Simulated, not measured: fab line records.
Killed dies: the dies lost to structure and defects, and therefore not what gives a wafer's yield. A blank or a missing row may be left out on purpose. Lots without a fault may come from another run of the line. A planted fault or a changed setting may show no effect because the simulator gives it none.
Comparing a struck lot with a sound one    flow rit-cmos    21 steps out of a route of 202
Sound: the wafers L279.2, L279.3, L279.6. Struck: wafers L282.1, L282.3, L282.4. The cause is given at the end.
Order at every step that has rows: each side's tool, ch and its chambers, its first start. Under that, the readings that differ: sound wafers    struck wafers    difference of the means    sigmas: that difference in standard deviations of wafers without a fault.
alike: readings with means less than 2 such deviations apart, plus words and numbers identical on both sides. not compared: withheld readings, readings lacking a value on some wafer, bounds such as >300 that could conceal the same value, and numbers that have no deviation in the record and whose values overlap.
Wherever a step has rows on one side only, a row that says differs or no value, or a row with sigmas, the two part there. Numbers that have no deviation but don't overlap get no sigmas and don't part them. Lack of a reading on every wafer of one side parts them only where that side has two or more wafers.

first, 4 steps without rows for these wafers: RIT_NRETRO_SOFTBAKE_02 (time 60 s); RIT_NRETRO_EXPOSE_03 (exposes mask M4, target cd 43900 nm); RIT_NRETRO_PEB_04; RIT_NRETRO_DEVELOP_05 (develop time 68 s).
RIT_NRETRO_OVL_MEAS_06:
  sound: overlay-01 at day 2 20:06; struck: overlay-02 at day 3 12:14
  alike: NRETRO_OVL
then, 2 steps without rows for these wafers: RIT_NRETRO_HARDBAKE_07 (time 120 s); RIT_NRETRO_IMPLANT_08.
RIT_NRETRO_STRIP_09: strips in O2, time 180 s.
  sound on plasma-asher-03 ch 0,1, day 2 20:32; struck on plasma-asher-02 ch 0,1, day 3 12:40
  alike: drypump-motor-current-A
  not compared: rf-hours-counter-h
RIT_NRETRO_TW_MEAS_10:
  sound: film-metro-02 at day 2 20:43; struck: film-metro-02 at day 3 12:50
  alike: NRETRO_TW
then, 3 steps without rows for these wafers: RIT_PRETRO_HMDS_00 (prime time 60 s); RIT_PRETRO_COAT_01 (resist thk 1300 nm); RIT_PRETRO_SOFTBAKE_02 (time 60 s).
RIT_PRETRO_EXPOSE_03: exposes mask M5, target cd 43700 nm.
  sound on iline-stepper-01 ch 0, day 2 21:14; struck on iline-stepper-02 ch 0, day 3 13:29
reading  sound           struck          difference  sigmas
mask     M5#0 M5#0 M5#0  M4#0 M4#0 M4#0  differs     
then, 2 steps without rows for these wafers: RIT_PRETRO_PEB_04; RIT_PRETRO_DEVELOP_05 (develop time 68 s).
RIT_PRETRO_OVL_MEAS_06:
  sound: overlay-02 at day 2 21:39; struck: overlay-02 at day 3 13:55
reading          sound        struck  difference                     sigmas
PRETRO_OVL (nm)  1.1 0.8 1.1  - - -   no value on the struck wafers  
then, 2 steps without rows for these wafers: RIT_PRETRO_HARDBAKE_07 (time 120 s); RIT_PRETRO_IMPLANT_08.
RIT_PRETRO_STRIP_09: strips in O2, time 180 s.
  sound on plasma-asher-03 ch 0,1, day 2 22:05; struck on plasma-asher-01 ch 0,1, day 3 14:20
  alike: drypump-motor-current-A
  not compared: rf-hours-counter-h
RIT_PRETRO_TW_MEAS_10:
  sound: film-metro-01 at day 2 22:16; struck: film-metro-04 at day 3 14:44
reading    sound        struck    difference  sigmas
PRETRO_TW  466 467 466  30 30 30  -436        -57
  not compared: hold
RIT_M1_PROBE_99:
  rows exist in the record for the sound wafers here (prober-02, day 4 00:42), none for the struck ones

== WHERE THEY PART ==
First at RIT_PRETRO_EXPOSE_03; last, within this record, at RIT_M1_PROBE_99.

WHY: what the simulator had put in
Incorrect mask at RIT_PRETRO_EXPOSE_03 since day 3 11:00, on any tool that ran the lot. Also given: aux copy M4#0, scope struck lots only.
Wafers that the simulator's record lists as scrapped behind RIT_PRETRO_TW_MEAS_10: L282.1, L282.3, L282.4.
